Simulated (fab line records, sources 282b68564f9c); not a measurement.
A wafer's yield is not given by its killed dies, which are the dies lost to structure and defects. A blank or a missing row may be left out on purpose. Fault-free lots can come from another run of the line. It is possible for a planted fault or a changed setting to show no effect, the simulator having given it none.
fab line records | flow rit_cmos
[record] lots = 13 wafers = 39 last_day = 7
route steps=202 shown ACTIVE@9 PWELL@49 PRETRO@70 REOX@102 M1@202
lots untouched by any fault: they come from a run of this same line in which no faults occurred
start_h: hours from the record's opening day to when the first of the lot's shown wafers began | wait_h: hours since the lot's step before | " same as the row above | L1.1+2: a row that stands for several wafers | - no value, or no start was given | * or withheld: withheld | < > ~ a bound
route shown NAME@n: NAME is a module with steps in the file, n the number in the route of the first one | usual: mean and standard deviation over wafers with no fault | same: alike in all rows | chamber/n: place in a boat | sites: per-site readings | _std_site: the standard deviation of these | _edge_site: outer sites' mean less inner sites' | radius_mm: for every site, how far away it sits from the centre of the wafer | mask NAME#n: copy n | behind: the most recent tool/chamber to have shaped the wafer | hold: why the lot went on hold/how many hours it stayed there/how the hold came to an end | device: the transistor (n, p or np) that didn't switch | end of line: the same wafers' tests at the end of the route | a step given without rows: its recipe and nothing more | killed: at the first sort, the dies lost to defects and structure; wafer yield is something else | map: per-die view of a wafer (x killed, . not killed, _ where there is no die)
set.NAME: the run value of the setting; set.NAME@STEP: its run value at that earlier step | model.NAME: the simulator's own value behind a step, which no gauge read
steps of the route over a sample of lots; a table a step, a row a wafer
services: the hour from which a tool's chamber was out of use, counted from the record's first day as start_h (under 0 if before that day), plus the number of hours and why
[[steps]]
[step RIT_ACTIVE_EXPOSE_08]
[recipe] mask_id = M1 na = 0.6 source_shape = conventional sigma_outer = 0.6 target_cd_nm = 1400 dose_mj = 225
[usual] stage_vel_mm_s = 499.95/0.26
[same] sigma_outer = 0.6
// columns lot.wafer tool chamber start_h wait_h mask stage_vel_mm_s
L307.2 iline_stepper-02 0 14.97 0.2 M1#0 499.76
L307.3 " 0 " " M1#0 500.02
L307.5 " 0 " " M1#0 499.77
L308.3 iline_stepper-02 0 19.08 0.1 M1#0 500.22
L308.5 " 0 " " M1#0 499.93
L308.6 " 0 " " M1#0 499.73
L309.2 iline_stepper-01 0 24.61 0.2 M1#0 499.80
L309.5 " 0 " " M1#0 499.30
L309.6 " 0 " " M1#0 499.97
L310.1 iline_stepper-01 0 29.04 0.1 M1#0 500.12
L310.4 " 0 " " M1#0 500.47
L310.6 " 0 " " M1#0 500.18
L311.1 iline_stepper-01 0 34.04 0.1 M1#0 500.20
L311.4 " 0 " " M1#0 500.02
L311.6 " 0 " " M1#0 500.27
L315.1 iline_stepper-02 0 54.16 0.2 M1_R1#0 499.44
L315.3 " 0 " " M1_R1#0 499.37
L315.4 " 0 " " M1_R1#0 499.64
L316.1 iline_stepper-02 0 59.04 0.1 M1#0 499.86
L316.3 " 0 " " M1#0 499.64
L316.5 " 0 " " M1#0 499.90
L317.1 iline_stepper-02 0 64.04 0.1 M1#0 499.91
L317.5 " 0 " " M1#0 499.90
L317.6 " 0 " " M1#0 499.84
L325.3 iline_stepper-02 0 106.63 0.2 M1#0 500.02
L325.4 " 0 " " M1#0 499.51
L325.5 " 0 " " M1#0 499.53
L326.3 iline_stepper-02 0 109.08 0.1 M1#0 500.18
L326.5 " 0 " " M1#0 500.08
L326.6 " 0 " " M1#0 500.32
L327.2 iline_stepper-02 0 114.12 0.1 M1#0 499.94
L327.3 " 0 " " M1#0 500.30
L327.6 " 0 " " M1#0 500.56
L329.1 iline_stepper-01 0 124.04 0.1 M1#0 500.10
L329.2 " 0 " " M1#0 500.10
L329.4 " 0 " " M1#0 499.96
L330.1 iline_stepper-02 0 129.16 0.2 M1#0 500.20
L330.2 " 0 " " M1#0 500.05
L330.4 " 0 " " M1#0 499.88
[step RIT_ACTIVE_CD_MEAS_11]
[recipe] target_cd_nm = 1400
[usual] cd_nm = 1400.0/2.4
// columns lot.wafer tool chamber start_h wait_h hold cd_nm
L307.2 cd_sem-01 - 15.37 - - 1399.9
L307.3 " - " " - 1401.4
L307.5 " - " " - 1403.1
L308.3 cd_sem-01 - 19.48 - - 1399.8
L308.5 " - " " - 1399.4
L308.6 " - " " - 1399.2
L309.2 cd_sem-02 - 25.01 - - 1396.3
L309.5 " - " " - 1395.8
L309.6 " - " " - 1398.6
L310.1 cd_sem-01 - 29.44 - - 1399.1
L310.4 " - " " - 1398.3
L310.6 " - " " - 1403.3
L311.1 cd_sem-01 - 34.44 - - 1397.1
L311.4 " - " " - 1399.1
L311.6 " - " " - 1398.0
L315.1 cd_sem-01 - 54.56 - await_dispo/0.2h/release 1274.2
L315.3 " - " " await_dispo/0.2h/release 1276.1
L315.4 " - " " await_dispo/0.2h/release 1272.0
L315.1 cd_sem-01 - 55.14 0.6 - 1274.0
L315.3 " - " " - 1276.5
L315.4 " - " " - 1271.6
L316.1 cd_sem-01 - 59.44 - - 1399.4
L316.3 " - " " - 1400.6
L316.5 " - " " - 1400.1
L317.1 cd_sem-01 - 64.44 - - 1404.4
L317.5 " - " " - 1402.9
L317.6 " - " " - 1401.9
L325.3 cd_sem-02 - 107.03 - - 1397.5
L325.4 " - " " - 1396.0
L325.5 " - " " - 1397.8
L326.3 cd_sem-02 - 109.50 - - 1400.5
L326.5 " - " " - 1400.8
L326.6 " - " " - 1401.1
L327.2 cd_sem-02 - 114.52 - - 1402.6
L327.3 " - " " - 1402.6
L327.6 " - " " - 1402.9
L329.1 cd_sem-02 - 124.44 - - 1405.0
L329.2 " - " " - 1403.2
L329.4 " - " " - 1403.9
L330.1 cd_sem-02 - 129.56 - - 1400.5
L330.2 " - " " - 1398.6
L330.4 " - " " - 1399.0
[step RIT_PWELL_TW_MEAS_10]
[usual] PWELL_TW = 960/4.2
// columns lot.wafer tool chamber start_h wait_h PWELL_TW
L307.2 film_metro-04 - 23.65 0.1 955
L307.3 " - " " 958
L307.5 " - " " 962
L308.3 film_metro-04 - 28.03 0.1 959
L308.5 " - " " 962
L308.6 " - " " 966
L309.2 film_metro-01 - 34.34 0.1 959
L309.5 " - " " 962
L309.6 " - " " 964
L310.1 film_metro-03 - 37.36 0.1 963
L310.4 " - " " 958
L310.6 " - " " 959
L311.1 film_metro-03 - 43.51 0.1 958
L311.4 " - " " 964
L311.6 " - " " 961
L316.1 film_metro-04 - 67.47 0.1 962
L316.3 " - " " 962
L316.5 " - " " 963
L317.1 film_metro-01 - 72.56 0.1 959
L317.5 " - " " 960
L317.6 " - " " 967
L325.3 film_metro-04 - 114.99 0.1 962
L325.4 " - " " 964
L325.5 " - " " 961
L326.3 film_metro-04 - 118.03 0.1 968
L326.5 " - " " 965
L326.6 " - " " 959
L327.2 film_metro-04 - 122.69 0.1 961
L327.3 " - " " 963
L327.6 " - " " 959
L329.1 film_metro-03 - 133.24 0.1 961
L329.2 " - " " 956
L329.4 " - " " 956
L330.1 film_metro-04 - 138.83 0.1 963
L330.2 " - " " 960
L330.4 " - " " 961
[step RIT_PRETRO_OVL_MEAS_06]
[usual] PRETRO_OVL = 0.0/1.3
// columns lot.wafer tool chamber start_h wait_h PRETRO_OVL[nm]
L307.2 overlay-02 - 31.62 - -0.6
L307.3 " - " " 0.3
L307.5 " - " " 0.5
L308.3 overlay-02 - 35.97 - 0.0
L308.5 " - " " 1.5
L308.6 " - " " -1.1
L309.2 overlay-02 - 42.27 - 1.6
L309.5 " - " " 1.3
L309.6 " - " " 1.7
L310.1 overlay-01 - 45.33 - 2.6
L310.4 " - " " -1.1
L310.6 " - " " -0.9
L311.1 overlay-02 - 51.58 - -0.9
L311.4 " - " " -2.1
L311.6 " - " " 0.7
L316.1 overlay-01 - 75.88 - -2.4
L316.3 " - " " -2.1
L316.5 " - " " 0.0
L317.1 overlay-02 - 81.37 - -1.4
L317.5 " - " " -0.8
L317.6 " - " " -1.3
L325.3 overlay-02 - 122.96 - -1.9
L325.4 " - " " 0.3
L325.5 " - " " 0.5
L326.3 overlay-02 - 126.15 - 2.5
L326.5 " - " " 0.5
L326.6 " - " " 0.1
L327.2 overlay-01 - 130.76 - 0.7
L327.3 " - " " 1.7
L327.6 " - " " -0.6
L329.1 overlay-01 - 141.18 - -0.6
L329.2 " - " " 0.2
L329.4 " - " " 1.3
L330.1 overlay-01 - 147.03 - 2.1
L330.2 " - " " 0.7
L330.4 " - " " 1.8
[step RIT_REOX_THK_MEAS_04]
[recipe] reads = SiO2_of_REOX_OXIDATION_03
[usual] REOX_OXIDE_THK = 25.1/0.47
// columns lot.wafer tool chamber start_h wait_h REOX_OXIDE_THK[nm]
L307.2 film_metro-04 - 40.95 0.0 25.1
L307.3 " - " " 25.2
L307.5 " - " " 24.7
L308.3 film_metro-03 - 46.12 0.0 25.5
L308.5 " - " " 25.6
L308.6 " - " " 25.6
L309.2 film_metro-03 - 51.20 0.0 25.9
L309.5 " - " " 25.9
L309.6 " - " " 25.7
L310.1 film_metro-03 - 54.37 0.0 25.4
L310.4 " - " " 25.5
L310.6 " - " " 25.1
L311.1 film_metro-01 - 60.58 0.0 24.9
L311.4 " - " " 25.0
L311.6 " - " " 25.2
L316.1 film_metro-03 - 84.72 0.0 25.5
L316.3 " - " " 25.4
L316.5 " - " " 25.0
L317.1 film_metro-04 - 90.09 0.0 24.8
L317.5 " - " " 24.7
L317.6 " - " " 24.8
L325.3 film_metro-03 - 131.85 0.0 24.6
L325.4 " - " " 24.9
L325.5 " - " " 24.6
L326.3 film_metro-04 - 134.86 0.0 25.2
L326.5 " - " " 25.1
L326.6 " - " " 25.3
L327.2 film_metro-03 - 140.93 0.0 24.5
L327.3 " - " " 24.8
L327.6 " - " " 24.6
L329.1 film_metro-03 - 150.75 0.0 25.0
L329.2 " - " " 24.8
L329.4 " - " " 25.3
L330.1 film_metro-04 - 156.94 0.0 25.3
L330.2 " - " " 25.4
L330.4 " - " " 25.3
[step RIT_M1_PROBE_99]
[usual] defect_limited_yield = 97.6/1.1 killed_at_contacts = 0.1/0.29 killed_at_front_end = 6.3/2.8 killed_dies = 6.4/2.8 killed_open = 3.3/1.7 killed_short = 3.1/1.9 sort_bin_3_pad_short = 0.1/0.23 sort_bin_5_function = 1.4/0.78 sort_bin_6_memory = 0.9/0.63 sort_n_pass = 257.6/2.8 sort_yield_pct = 97.6/1.1
[same] gross_dies = 264 killed_at_M0_to_M3 = 0 killed_at_M4_up = 0 killed_at_back_side = 0 killed_at_other = 0
// columns lot.wafer tool chamber start_h wait_h defect_limited_yield[%] killed_at_contacts killed_at_front_end killed_dies killed_open killed_short sort_bin_3_pad_short[%] sort_bin_5_function[%] sort_bin_6_memory[%] sort_n_pass sort_yield_pct[%]
L307.2 prober-01 - 57.86 0.1 96.6 0 9 9 3 6 0 1.5 1.9 255.0 96.6
L307.3 prober-01 - 57.91 0.2 99.2 0 2 2 1 1 0 0 0.8 262.0 99.2
L307.5 prober-01 - 58.01 0.2 96.6 0 9 9 5 4 0 2.3 1.1 255.0 96.6
L308.3 prober-02 - 63.54 0.2 98.5 0 4 4 3 1 0 0.8 0.8 260.0 98.5
L308.5 prober-02 - 63.64 0.2 97.3 0 7 7 3 4 0.4 0.8 1.5 257.0 97.3
L308.6 prober-02 - 63.69 0.2 98.1 0 5 5 2 3 0 1.5 0.4 259.0 98.1
L309.2 prober-01 - 68.51 0.1 96.2 0 10 10 3 7 0 2.3 1.5 254.0 96.2
L309.5 prober-01 - 68.66 0.2 97.7 0 6 6 4 2 0 1.1 1.1 258.0 97.7
L309.6 prober-01 - 68.71 0.2 97.7 0 6 6 4 2 0.4 0.8 1.1 258.0 97.7
L310.1 prober-02 - 70.97 0.1 96.2 0 10 10 4 6 0 3.4 0.4 254.0 96.2
L310.4 prober-02 - 71.12 0.2 98.1 0 5 5 2 3 0 1.5 0.4 259.0 98.1
L310.6 prober-02 - 71.22 0.2 97.0 0 8 8 5 3 0.8 1.1 1.1 256.0 97.0
L311.1 prober-01 - 76.98 0.1 97.0 0 8 8 7 1 0 2.3 0.8 256.0 97.0
L311.4 prober-01 - 77.13 0.2 96.6 0 9 9 3 6 0.4 1.5 1.5 255.0 96.6
L311.6 prober-01 - 77.23 0.2 97.7 1 5 6 3 3 0 1.5 0.8 258.0 97.7
L316.1 prober-02 - 103.04 0.1 97.3 0 7 7 6 1 0 1.1 1.5 257.0 97.3
L316.3 prober-02 - 103.14 0.2 97.7 0 6 6 1 5 0.4 0.8 1.1 258.0 97.7
L316.5 prober-02 - 103.24 0.2 96.6 0 9 9 6 3 0 3.0 0.4 255.0 96.6
L317.1 prober-01 - 107.36 0.1 95.8 0 11 11 5 6 0 2.3 1.9 253.0 95.8
L317.5 prober-01 - 107.56 0.2 98.5 0 4 4 2 2 0 1.1 0.4 260.0 98.5
L317.6 prober-01 - 107.61 0.2 97.7 0 6 6 3 3 0.4 0.4 1.5 258.0 97.7
L325.3 prober-01 - 148.48 0.2 99.2 0 2 2 1 1 0 0.8 0 262.0 99.2
L325.4 prober-01 - 148.53 0.2 98.5 0 4 4 1 3 0.4 0.8 0.4 260.0 98.5
L325.5 prober-01 - 148.58 0.2 97.7 0 6 6 3 3 0.8 1.1 0.4 258.0 97.7
L326.3 prober-02 - 151.52 0.2 96.6 0 9 9 6 3 0 1.1 2.3 255.0 96.6
L326.5 prober-02 - 151.62 0.2 96.2 0 10 10 6 4 0.8 2.3 0.8 254.0 96.2
L326.6 prober-02 - 151.67 0.2 97.7 0 6 6 2 4 0.8 1.5 0 258.0 97.7
L327.2 prober-01 - 157.52 0.1 96.6 1 8 9 6 3 0 1.9 1.5 255.0 96.6
L327.3 prober-01 - 157.57 0.2 98.5 0 4 4 1 3 0 1.1 0.4 260.0 98.5
L327.6 prober-01 - 157.72 0.2 97.0 0 8 8 5 2 0.4 1.5 1.1 256.0 97.0
L329.1 prober-01 - 167.12 0.1 98.1 0 5 5 2 3 0.4 0 1.5 259.0 98.1
L329.2 prober-01 - 167.17 0.1 98.5 0 4 4 2 2 0.4 0.8 0.4 260.0 98.5
L329.4 prober-01 - 167.27 0.2 98.5 0 4 4 2 2 0 1.5 0 260.0 98.5
L330.1 prober-02 - 173.59 0.1 98.9 0 3 3 3 0 0 1.1 0 261.0 98.9
L330.2 prober-02 - 173.64 0.1 97.0 0 8 8 3 5 0.8 1.9 0.4 256.0 97.0
L330.4 prober-02 - 173.74 0.2 95.1 0 13 13 6 7 0 2.3 2.7 251.0 95.1
// killed by level:class
L307.2 FOX2:geometric_particle:short=2 SPACER:geometric_particle:short=2 SILICIDE:geometric_particle:open=2 ACTIVE:geometric_particle:short=1 GATE:geometric_particle:short=1 SPACER:geometric_particle:open=1
L307.3 REOX:geometric_particle:short=1 SPACER:geometric_particle:open=1
L307.5 FOX2:geometric_particle:open=2 GATE:geometric_particle:short=2 GATE:geometric_particle:open=1 REOX:geometric_particle:short=1 REOX:geometric_particle:open=1 SPACER:geometric_particle:short=1 SILICIDE:geometric_particle:open=1
L308.3 GATE:geometric_particle:open=2 SPACER:geometric_particle:short=1 SPACER:geometric_particle:open=1
L308.5 GATE:geometric_particle:open=2 GATE:geometric_particle:short=2 REOX:geometric_particle:open=1 REOX:geometric_particle:short=1 SILICIDE:geometric_particle:short=1
L308.6 GATE:geometric_particle:short=2 FOX2:geometric_particle:short=1 GATE:geometric_particle:open=1 SPACER:geometric_particle:open=1
L309.2 FOX1:geometric_particle:short=2 GATE:geometric_particle:open=2 GATE:geometric_particle:short=2 SILICIDE:geometric_particle:short=2 REOX:geometric_particle:short=1 REOX:geometric_particle:open=1
L309.5 GATE:geometric_particle:open=2 ACTIVE:geometric_particle:short=1 GATE:geometric_particle:short=1 SPACER:geometric_particle:open=1 SILICIDE:geometric_particle:open=1
L309.6 FOX2:geometric_particle:short=1 GATE:geometric_particle:open=1 REOX:geometric_particle:open=1 SPACER:geometric_particle:open=1 SILICIDE:geometric_particle:open=1 SILICIDE:geometric_particle:short=1
L310.1 GATE:geometric_particle:short=4 GATE:geometric_particle:open=4 REOX:geometric_particle:short=1 SPACER:geometric_particle:short=1
L310.4 GATE:geometric_particle:short=2 GATE:geometric_particle:open=1 SPACER:geometric_particle:open=1 SILICIDE:geometric_particle:short=1
L310.6 FOX1:geometric_particle:open=2 SILICIDE:geometric_particle:open=2 FOX1:geometric_particle:short=1 GATE:geometric_particle:open=1 GATE:geometric_particle:short=1 SPACER:geometric_particle:short=1
L311.1 FOX1:geometric_particle:open=3 SPACER:geometric_particle:open=2 GATE:geometric_particle:open=1 SPACER:geometric_particle:short=1 SILICIDE:geometric_particle:open=1
L311.4 FOX1:geometric_particle:short=2 REOX:geometric_particle:open=2 SPACER:geometric_particle:short=2 GATE:geometric_particle:open=1 GATE:geometric_particle:short=1 REOX:geometric_particle:short=1
L311.6 SPACER:geometric_particle:short=2 GATE:geometric_particle:short=1 REOX:geometric_particle:open=1 SILICIDE:geometric_particle:open=1 CONTACT:geometric_particle:open=1
L316.1 SPACER:geometric_particle:open=4 FOX2:geometric_particle:open=1 SPACER:geometric_particle:short=1 STARTING-WAFER:geometric_particle:open=1
L316.3 SPACER:geometric_particle:short=2 GATE:geometric_particle:short=1 REOX:geometric_particle:short=1 REOX:geometric_particle:open=1 SILICIDE:geometric_particle:short=1
L316.5 GATE:geometric_particle:open=3 GATE:geometric_particle:short=2 SPACER:geometric_particle:open=2 REOX:geometric_particle:short=1 REOX:geometric_particle:open=1
L317.1 SPACER:geometric_particle:open=3 GATE:geometric_particle:short=2 FOX1:geometric_particle:open=1 FOX1:geometric_particle:short=1 GATE:geometric_particle:open=1 REOX:geometric_particle:short=1 SPACER:geometric_particle:short=1 SILICIDE:geometric_particle:short=1
L317.5 FOX1:geometric_particle:open=2 GATE:geometric_particle:short=2
L317.6 FOX2:geometric_particle:short=1 GATE:geometric_particle:short=1 GATE:geometric_particle:open=1 SPACER:geometric_particle:short=1 SPACER:geometric_particle:open=1 SILICIDE:geometric_particle:open=1
L325.3 FOX1:geometric_particle:open=1 SPACER:geometric_particle:short=1
L325.4 GATE:geometric_particle:short=2 FOX2:geometric_particle:short=1 GATE:geometric_particle:open=1
L325.5 GATE:geometric_particle:open=2 FOX2:geometric_particle:open=1 FOX2:geometric_particle:short=1 GATE:geometric_particle:short=1 REOX:geometric_particle:short=1
L326.3 GATE:geometric_particle:open=3 GATE:geometric_particle:short=3 SPACER:geometric_particle:open=3
L326.5 GATE:geometric_particle:open=3 GATE:geometric_particle:short=2 SPACER:geometric_particle:open=2 FOX2:geometric_particle:open=1 REOX:geometric_particle:short=1 SILICIDE:geometric_particle:short=1
L326.6 GATE:geometric_particle:short=2 FOX1:geometric_particle:short=1 REOX:geometric_particle:open=1 REOX:geometric_particle:short=1 SPACER:geometric_particle:open=1
L327.2 GATE:geometric_particle:open=2 REOX:geometric_particle:short=2 FOX1:geometric_particle:short=1 REOX:geometric_particle:open=1 SPACER:geometric_particle:open=1 SILICIDE:geometric_particle:open=1 CONTACT:geometric_particle:open=1
L327.3 REOX:geometric_particle:short=2 FOX1:geometric_particle:open=1 SILICIDE:geometric_particle:short=1
L327.6 FOX2:geometric_particle:short=2 FOX2:geometric_particle:open=2 NSD:coat_microbubble_printed=1 FOX1:geometric_particle:open=1 GATE:geometric_particle:open=1 SILICIDE:geometric_particle:open=1
L329.1 GATE:geometric_particle:short=2 FOX1:geometric_particle:open=1 REOX:geometric_particle:open=1 SPACER:geometric_particle:short=1
L329.2 FOX2:geometric_particle:open=2 FOX1:geometric_particle:short=1 SPACER:geometric_particle:short=1
L329.4 FOX1:geometric_particle:open=1 FOX1:geometric_particle:short=1 REOX:geometric_particle:short=1 SPACER:geometric_particle:open=1
L330.1 GATE:geometric_particle:open=2 REOX:geometric_particle:open=1
L330.2 SPACER:geometric_particle:open=3 SPACER:geometric_particle:short=3 FOX1:geometric_particle:short=1 GATE:geometric_particle:short=1
L330.4 GATE:geometric_particle:short=5 GATE:geometric_particle:open=4 FOX1:geometric_particle:open=1 FOX1:geometric_particle:short=1 REOX:geometric_particle:short=1 SILICIDE:geometric_particle:open=1
[[services]]
// columns tool chamber start_h hours kind
iline_stepper-02 - 12.96 1.7 pm
iline_stepper-01 - 14.63 1.7 pm
iline_stepper-01 0 37.47 - calibration
iline_stepper-02 0 94.44 - calibration
[[key]]
[first_sign] step = RIT_ACTIVE_EXPOSE_08 reading = mask direction = changed
[effect] step = RIT_ACTIVE_CD_MEAS_11 reading = visit direction = added
[effect] step = RIT_ACTIVE_CD_MEAS_11 reading = cd_nm direction = down sigmas = 54 usual = 1400.0 struck = 1274.1
met_at RIT_ACTIVE_EXPOSE_08
struck_lots L315
scrapped_behind RIT_ACTIVE_CD_MEAS_11 L315.1,L315.3,L315.4
not_acting_at RIT_PWELL_TW_MEAS_10,RIT_PRETRO_OVL_MEAS_06,RIT_REOX_THK_MEAS_04
onset_between 19.08 54.16
[fault] kind = wrong_mask tool = any chamber = - onset_h = 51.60 steps = RIT_ACTIVE_EXPOSE_08 aux_copy = M1_R1#0 cd_offset_nm = -120 scope = struck_lots_only
